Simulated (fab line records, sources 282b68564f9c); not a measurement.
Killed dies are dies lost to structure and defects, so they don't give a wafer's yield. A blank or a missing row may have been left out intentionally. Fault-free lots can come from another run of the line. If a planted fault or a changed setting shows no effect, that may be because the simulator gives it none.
Which tool is to blame?	flow rit cmos	at 1 step of a route of 202, 7 lots with 21 wafers sampled

WHAT THE GAUGES READ, wafer by wafer
RIT_ACTIVE_THK_MEAS_02.
lot	measured	on	ACTIVE_OXIDE_THK (nm)
L180	day 1 17:04	film metro-04	47.5 48.4 48.4
L182	day 2 03:47	film metro-03	47.2 47.4 46.5
L184	day 2 14:44	film metro-04	48.3 49.1 47.3
L188	day 3 09:26	film metro-04	47.2 47.0 46.8
L190	day 3 20:23	film metro-01	46.1 45.5 45.6
L197	day 5 09:27	film metro-01	46.5 46.6 45.6
L202	day 6 08:43	film metro-01	46.7 46.1 47.3

TOOL THAT RAN EACH LOT (tool first, then ch and the chambers of the sampled wafers, then the start)
The record holds no process step before these readings.

THE ANSWER, worked out from the rows above alone
Rule: usual is defined by the lots themselves. Put in order of their means at a reading, lots are off if they are a third of the lots or fewer, leave a main group of 4 or more, and stand apart from it by a gap of 3 or more times the standard deviation of the main group's means; of several such gaps the widest counts. Not used: any main group whose means are identical at the precision the tables above print for the reading. A lot without any number at a reading at which 4 lots or more have one is off too. The other lots that the step has rows for count as sound.
None of the lots is off at any reading shown; this tells nothing.

WHAT HAD BEEN PUT IN BY THE SIMULATOR
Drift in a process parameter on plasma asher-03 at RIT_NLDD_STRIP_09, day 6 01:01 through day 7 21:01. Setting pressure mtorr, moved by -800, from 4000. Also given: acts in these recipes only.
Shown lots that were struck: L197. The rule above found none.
